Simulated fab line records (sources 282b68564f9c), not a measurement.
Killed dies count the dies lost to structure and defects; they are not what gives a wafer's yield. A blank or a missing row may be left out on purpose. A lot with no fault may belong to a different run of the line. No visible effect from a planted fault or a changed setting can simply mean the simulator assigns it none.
Which tool did it? | flow rit cmos | Sampling: 15 lots, 45 wafers, 6 of 202 route steps

## WHAT EACH GAUGE READ, for each wafer
RIT_GATE_THK_MEAS_07. Usual: GATE_OXIDE_THK gives 3.00 nm (standard deviation 0.072).
lot  | measured    | on            | GATE_OXIDE_THK (nm) | flag
L294 | day 2 16:17 | film metro-03 | 2.99 3.07 2.99      |
L295 | day 2 20:13 | film metro-03 | 2.98 3.08 3.01      |
L298 | day 3 10:45 | film metro-01 | 3.00 2.97 2.90      |
L300 | day 3 16:29 | film metro-01 | 3.08 3.01 3.06      |
L301 | day 4 02:35 | film metro-01 | 3.12 3.09 3.13      |
L302 | day 4 03:55 | film metro-01 | 2.98 3.00 3.06      |
L308 | day 5 10:36 | film metro-01 | 3.03 3.05 2.98      |
L309 | day 5 21:23 | film metro-01 | 3.00 2.95 2.97      |
L310 | day 6 00:37 | film metro-01 | 2.88 2.85 2.79      |
L312 | day 6 11:10 | film metro-04 | 3.13 3.09 3.13      |
L313 | day 7 00:43 | film metro-04 | 2.82 2.96 2.93      |
L314 | day 7 04:48 | film metro-01 | 3.02 2.88 2.96      |
L315 | day 7 04:48 | film metro-04 | 3.04 2.99 2.92      |
L316 | day 7 09:37 | film metro-04 | 2.94 2.97 2.93      |
L317 | day 7 16:43 | film metro-01 | 2.94 3.01 2.98      |

RIT_GATE_CD_MEAS_90 targets a cd of 150 nm. Usual: cd nm at 147 nm, with a standard deviation of 3.2.
lot  | measured    | on        | cd nm (nm)  | flag
L294 | day 2 19:28 | cd sem-02 | 143 143 147 |
L295 | day 3 00:22 | cd sem-01 | 151 148 149 |
L298 | day 3 17:40 | cd sem-01 | 145 147 144 |
L300 | day 3 20:40 | cd sem-01 | 152 150 152 |
L301 | day 4 06:29 | cd sem-02 | 150 149 148 |
L302 | day 4 07:34 | cd sem-02 | 137 137 142 |
L308 | day 5 14:29 | cd sem-02 | 146 144 147 |
L309 | day 6 00:42 | cd sem-02 | 142 139 143 |
L310 | day 6 05:08 | cd sem-01 | 146 146 145 |
L312 | day 6 14:28 | cd sem-02 | 146 147 147 |
L313 | day 7 04:01 | cd sem-02 | 146 145 148 |
L314 | day 7 08:07 | cd sem-01 | 145 145 147 |
L315 | day 7 08:21 | cd sem-01 | 150 147 147 |
L316 | day 7 12:55 | cd sem-02 | 149 150 149 |
L317 | day 7 20:13 | cd sem-02 | 151 150 151 |

RIT_NLDD_TW_MEAS_10. Usual: NLDD_TW gives 2488 (standard deviation 18).
lot  | measured    | on            | NLDD_TW        | flag
L294 | day 3 00:32 | film metro-02 | 2503 2512 2518 |
L295 | day 3 05:44 | film metro-03 | 2490 2490 2508 |
L298 | day 3 23:10 | film metro-01 | 2466 2458 2471 |
L300 | day 4 02:34 | film metro-03 | 1544 1544 1534 | OFF
L301 | day 4 10:59 | film metro-01 | 1553 1544 1544 | OFF
L302 | day 4 12:29 | film metro-03 | 1554 1569 1566 | OFF
L308 | day 5 22:24 | film metro-01 | 2456 2462 2467 |
L309 | day 6 07:07 | film metro-01 | 2484 2489 2496 |
L310 | day 6 09:43 | film metro-01 | 2491 2491 2492 |
L312 | day 6 19:52 | film metro-01 | 2496 2500 2482 |
L313 | day 7 12:08 | film metro-02 | 2505 2506 2498 |
L314 | day 7 18:04 | film metro-02 | 2512 2506 2492 |
L315 | day 7 18:10 | film metro-03 | 2499 2478 2500 |
L316 | day 7 18:26 | film metro-02 | 2503 2519 2518 |
L317 | day 8 04:40 | film metro-02 | 2513 2511 2518 |

RIT_PLDD_OVL_MEAS_06. Usual: PLDD_OVL gives 0.8 nm (standard deviation 1.4).
lot  | measured    | on         | PLDD_OVL (nm)  | flag
L294 | day 3 01:34 | overlay-02 | 1.3 2.0 1.8    |
L295 | day 3 06:47 | overlay-01 | 0.9 0.2 0.0    |
L298 | day 4 00:12 | overlay-01 | 0.2 -1.6 0.6   |
L300 | day 4 03:36 | overlay-02 | 0.5 1.1 -0.2   |
L301 | day 4 11:53 | overlay-02 | -1.8 -0.1 -0.4 |
L302 | day 4 13:23 | overlay-02 | -0.8 1.3 2.4   |
L308 | day 5 23:26 | overlay-02 | 2.2 0.9 2.4    |
L309 | day 6 08:01 | overlay-02 | 1.8 2.0 3.5    |
L310 | day 6 10:38 | overlay-01 | 4.3 0.1 0.7    |
L312 | day 6 20:53 | overlay-02 | -0.5 -2.5 0.3  |
L313 | day 7 13:10 | overlay-02 | 3.0 2.9 2.0    |
L314 | day 7 19:01 | overlay-02 | 1.2 0.1 0.3    |
L315 | day 7 19:17 | overlay-01 | 2.3 3.3 2.1    |
L316 | day 7 19:33 | overlay-02 | 1.0 1.5 0.5    |
L317 | day 8 05:34 | overlay-01 | -0.4 0.7 2.2   |

RIT_SDANNEAL_RS_MEAS_07: uses a four-point probe to measure. Usual: NLDD_RS gives 151.3 ohm/sq (standard deviation 0.49).
lot  | measured    | on            | NLDD_RS (ohm/sq)  | flag
L294 | day 3 08:25 | film metro-03 | 151.0 151.2 150.9 |
L295 | day 3 15:03 | film metro-03 | 150.2 150.8 150.9 |
L298 | day 4 07:18 | film metro-03 | 151.7 152.2 151.5 |
L300 | day 4 10:54 | film metro-03 | 519.5 518.0 524.1 | OFF
L301 | day 4 19:42 | film metro-01 | 499.2 505.5 507.0 | OFF
L302 | day 4 20:29 | film metro-02 | 501.6 503.0 501.6 | OFF
L308 | day 6 06:28 | film metro-03 | 150.5 151.4 150.9 |
L309 | day 6 14:58 | film metro-01 | 151.4 151.4 151.2 |
L310 | day 6 17:29 | film metro-01 | 151.5 151.7 151.6 |
L312 | day 7 03:38 | film metro-03 | 151.5 152.0 151.5 |
L313 | day 7 20:08 | film metro-01 | 151.8 151.7 151.6 |
L314 | day 8 02:04 | film metro-01 | 151.6 151.5 151.3 |
L315 | day 8 02:22 | film metro-03 | 150.4 150.4 150.6 |
L316 | day 8 03:56 | film metro-01 | 151.2 151.1 151.4 |
L317 | day 8 12:25 | film metro-02 | 152.1 150.9 151.4 |

## TOOL THAT RAN EACH LOT (tool first, then ch and the chambers of the sampled wafers, then the start)
lot  | RIT_NLDD_IMPLANT_08
L294 | implanter-01 ch 0, day 3 00:12
L295 | implanter-01 ch 0, day 3 05:25
L298 | implanter-03 ch 0, day 3 22:52
L300 | implanter-01 ch 0, day 4 02:14
L301 | implanter-01 ch 0, day 4 10:40
L302 | implanter-01 ch 0, day 4 12:11
L308 | implanter-02 ch 0, day 5 22:05
L309 | implanter-03 ch 0, day 6 06:49
L310 | implanter-02 ch 0, day 6 09:24
L312 | implanter-03 ch 0, day 6 19:32
L313 | implanter-02 ch 0, day 7 11:49
L314 | implanter-01 ch 0, day 7 17:46
L315 | implanter-03 ch 0, day 7 17:51
L316 | implanter-02 ch 0, day 7 18:08
L317 | implanter-01 ch 0, day 8 04:20
- RIT_NLDD_IMPLANT_08

## WHAT THE TOOLS THEMSELVES READ (means of the sampled wafers that have a number; where no wafer has one, the mark that the record gives instead)
RIT_NLDD_IMPLANT_08. Usual: dose ions cm2 5e+14, standard deviation 5.5e+11; end station pressure torr 6.2e-06 Torr, standard deviation 3.5e-07; faraday current uA 1576, standard deviation 32.
lot  | tool         | dose ions cm2 | end station pressure torr (Torr) | faraday current uA | flag
L294 | implanter-01 | 5e+14         | 6.1e-06                          | 1567               |
L295 | implanter-01 | 5e+14         | 6.0e-06                          | 1584               |
L298 | implanter-03 | 5e+14         | 6.4e-06                          | 1556               |
L300 | implanter-01 | 1e+14         | 5.1e-06                          | 311                | OFF
L301 | implanter-01 | 1e+14         | 5.1e-06                          | 321                | OFF
L302 | implanter-01 | 1e+14         | 5.1e-06                          | 316                | OFF
L308 | implanter-02 | 5e+14         | 6.1e-06                          | 1585               |
L309 | implanter-03 | 5e+14         | 6.3e-06                          | 1583               |
L310 | implanter-02 | 5e+14         | 6.0e-06                          | 1580               |
L312 | implanter-03 | 5e+14         | 6.0e-06                          | 1569               |
L313 | implanter-02 | 5e+14         | 6.1e-06                          | 1545               |
L314 | implanter-01 | 5e+14         | 6.3e-06                          | 1569               |
L315 | implanter-03 | 5e+14         | 6.5e-06                          | 1594               |
L316 | implanter-02 | 5e+14         | 6.2e-06                          | 1558               |
L317 | implanter-01 | 5e+14         | 6.3e-06                          | 1564               |

## THE ANSWER, worked out from the rows above alone
Rule: a lot counts as off when the mean over its wafers that have a number is more than 3 standard deviations away from the usual mean. A lot without any number at a reading at which 4 lots or more have one is off too. The other lots that the step has rows for count as sound. After the gauges, taken in route order, come the tools' own readings; for these a lot's mean is taken, as printed above. The first step at which some lot is off is used, and at that step the reading that is off furthest; a lot without a number counts as furthest.
Off: L300, L301, L302, seen at RIT_NLDD_TW_MEAS_10 (NLDD_TW).
If a tool, at a process step before that reading, ran all the lots that are off and no sound lot after the first of them, it fits. Not tried: the gauges at RIT_NLDD_TW_MEAS_10; whatever is off there is also off at RIT_NLDD_IMPLANT_08, on other tools, and gauge error can't account for it. None of those tried fits.

## WHAT HAD BEEN PUT IN BY THE SIMULATOR
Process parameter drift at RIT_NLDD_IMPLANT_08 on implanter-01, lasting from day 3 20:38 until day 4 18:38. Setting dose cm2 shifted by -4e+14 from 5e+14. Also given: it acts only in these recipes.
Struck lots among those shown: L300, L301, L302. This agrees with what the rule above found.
